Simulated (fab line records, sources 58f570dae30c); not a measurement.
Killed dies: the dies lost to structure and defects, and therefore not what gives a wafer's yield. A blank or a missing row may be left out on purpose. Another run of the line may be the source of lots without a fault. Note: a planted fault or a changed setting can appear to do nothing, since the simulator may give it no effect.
A lot that was struck, set against a sound lot    flow berkeley_cmos170    16 steps out of a route of 331
Sound: wafers L829.2, L829.3, L829.6. Wafers struck: L841.2, L841.4, L841.6. At the end, the cause is stated.
Per side, at each step with rows, come the tool, then ch with its chambers, and then its first start. Under that, the readings that differ: sound wafers    struck wafers    difference of the means    sigmas: that difference in standard deviations of wafers without a fault.
alike: readings whose means differ by less than 2 such deviations, and words and numbers that are the same on both sides. not compared: withheld readings, readings that some wafer has no value for, bounds like >300 that may hide the same value, and numbers for which the record gives no deviation and whose values overlap.
A row with sigmas, a row that says differs or no value, or rows on one side alone: a step with any of these is where the two part. When numbers do not overlap yet have no deviation, they are printed without sigmas and do not part them. A reading that every wafer of one side lacks parts them only if that side has two wafers or more.

first, 2 steps without rows for these wafers: UCB170_GATE_ANNEAL_03 (time 1800 s); UCB170_GATE_CVD_04 (deposits poly-Si from SiH4, time 1440 s, target thk 214 nm).
UCB170_GATE_THK_MEAS_05:
  struck on film_metro-01, day 9 01:11; sound on film_metro-02, day 6 19:19
  alike: GATE_POLY_THK
then, 6 steps without rows for these wafers: UCB170_GATE_COAT_06; UCB170_GATE_COAT_07 (resist thk 900 nm); UCB170_GATE_SOFTBAKE_08 (time 60 s); UCB170_GATE_EXPOSE_09 (exposes mask POLY, target cd 350 nm); UCB170_GATE_PEB_10; UCB170_GATE_DEVELOP_11 (develop time 45 s).
UCB170_GATE_CD_MEAS_12 targets a cd of 350 nm.
  struck on cd_sem-02, day 9 02:41; sound on cd_sem-01, day 6 20:28
  alike: cd_nm
UCB170_GATE_OVL_MEAS_13:
  struck on overlay-01, day 9 02:47; sound on overlay-02, day 6 20:35
  alike: GATE_OVL
UCB170_GATE_ETCH_14: etches BARC in N2/H2.
  sound on rie_diel-02 ch 0,1,2, day 6 20:37; struck on rie_diel-02 ch 0,3, day 9 02:49
  alike: bias_w, chamber_pressure_mTorr, drypump_motor_current_A, oes_product_au, throttle_valve_pct
UCB170_GATE_ETCH_15: etches poly-Si in HBr/Cl2, stops on SiO2, time 56.3 s, target depth 278.2 nm.
  sound on rie_si-01 ch 0,2, day 6 20:39; struck on rie_si-01 ch 1,2, day 9 02:51
  no value came back on the struck wafers for any of 5 readings (HBr_flow_sccm (sccm), bias_w (W) and others); on the sound wafers HBr_flow_sccm (sccm) reads 150.7 149.4 149.8
reading                                sound              struck             difference  sigmas
model.KrF_of_GATE_COAT_07.thk_nm (nm)  775.3 773.9 773.6  888.9 889.8 890.2  +115.4      
  not compared: rf_hours_counter_h
UCB170_GATE_STRIP_16: strips in O2.
  sound on plasma_asher-01 ch 0,1, day 6 20:42; struck on plasma_asher-01 ch 0, day 9 02:54
  alike: drypump_motor_current_A, oes_product_au
  not compared: rf_hours_counter_h
UCB170_GATE_CD_MEAS_90 targets a cd of 350 nm.
  struck on cd_sem-02, day 9 03:01; sound on cd_sem-01, day 6 20:49
reading     sound              struck  difference                     sigmas
cd_nm (nm)  350.1 349.8 349.8  - - -   no value on the struck wafers  
then, 1 step without rows for these wafers: UCB170_GATE_CLEAN_17 (cleans in SPM, time 600 s).

WHERE THEY PART
Earliest at UCB170_GATE_ETCH_15; latest, in this record, at UCB170_GATE_CD_MEAS_90.

WHY: what had been put in by the simulator
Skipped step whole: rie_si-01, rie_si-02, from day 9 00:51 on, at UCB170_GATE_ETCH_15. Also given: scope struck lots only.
